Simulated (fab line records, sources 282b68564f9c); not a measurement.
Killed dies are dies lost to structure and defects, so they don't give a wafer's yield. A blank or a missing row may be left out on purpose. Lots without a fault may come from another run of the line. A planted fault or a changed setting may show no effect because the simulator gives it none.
Problem report in the 8D (eight disciplines) form, filled by code | flow rit_cmos | the parts of the form that need people (team, actions taken, sign-off) are left out

1. THE PROBLEM
SPACER_NITRIDE_THK at RIT_SPACER_THK_MEAS_04 reads a mean of 403.8 nm on 6 wafers of 2 lots; wafers without a fault read 244.1 nm with a standard deviation of 2.1. That is +76 standard deviations from the usual mean.
First seen on wafer L783.3, day 6 20:23, on film_metro-02. The record holds 42 wafers of 14 lots with a number at this step. Rule for "out", or "out of limits": more than 4 standard deviations from the usual mean. The other wafers with a number count as sound.

2. WHAT IT IS AND WHAT IT IS NOT
question                    | is                           | is not
which readings at this step | SPACER_NITRIDE_THK           | -
which lots                  | L783, L786                   | L766, L767, L768, L769, L770, L773, L774, L775, L777, L778, L781, L785
which wafers of those lots  | all that have a number       | -
read on which gauges        | film_metro-02, film_metro-03 | film_metro-01
when                        | from day 6 20:23             | up to then (33 sound wafers); but 3 sound wafers of L785 came after

3. SUSPECTS, AND WHAT RULES EACH OUT
Counting: a tool at a process step up to the reading stays a suspect if it ran every lot that is out and no sound lot after the first of them.
- the gauge at RIT_SPACER_THK_MEAS_04: ruled out. The wafers that are out were read on 2 gauges (film_metro-02, film_metro-03).
- lpcvd-02 at RIT_SPACER_CVD_03 (deposits Si3N4 from SiH2Cl2/NH3, target thk 250 nm, time 3232 s): kept. It ran every lot that is out, first L783 (day 6 18:27), and no sound lot after that; its last sound lot up to then is L775 (day 5 04:08).
Left after counting: lpcvd-02 at RIT_SPACER_CVD_03.

4. THE CAUSE (what the simulator had put in)
Process parameter drift: lpcvd-02, from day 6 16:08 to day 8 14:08, at RIT_SPACER_CVD_03. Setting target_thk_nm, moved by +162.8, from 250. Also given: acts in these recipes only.
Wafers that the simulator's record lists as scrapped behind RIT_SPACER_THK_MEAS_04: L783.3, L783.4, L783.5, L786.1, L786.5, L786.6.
Counting left only this tool.

5. THE CHAIN OF EFFECTS, in route order
Each row: a reading whose mean over the struck wafers that have a number lies more than 3 standard deviations from the usual. Only readings for which the record gives a usual standard deviation are gone through. hours: the time from each lot's start at the first step in this table that gives one to its start at this step, as a median over the lots. sigmas: the change in usual standard deviations.
hours | step                   | reading            | usual    | on struck wafers | change | sigmas
0     | RIT_SPACER_THK_MEAS_04 | SPACER_NITRIDE_THK | 244.1 nm | 403.8            | +159.7 | +76

6. WHAT WOULD HAVE CAUGHT IT SOONER
In this record the first reading out of limits at a measuring or inspecting step was taken at day 6 20:23, 4 hours after the fault began at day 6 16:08.
Of the tool readings at RIT_SPACER_CVD_03 for which the record gives a usual standard deviation, none was out on any struck wafer, so an alarm limit of 4 standard deviations on them would not have fired.
Of the lots that are out (2), L786 began RIT_SPACER_CVD_03 on lpcvd-02 after day 6 20:23. A hold on the tool at that time would have spared it.
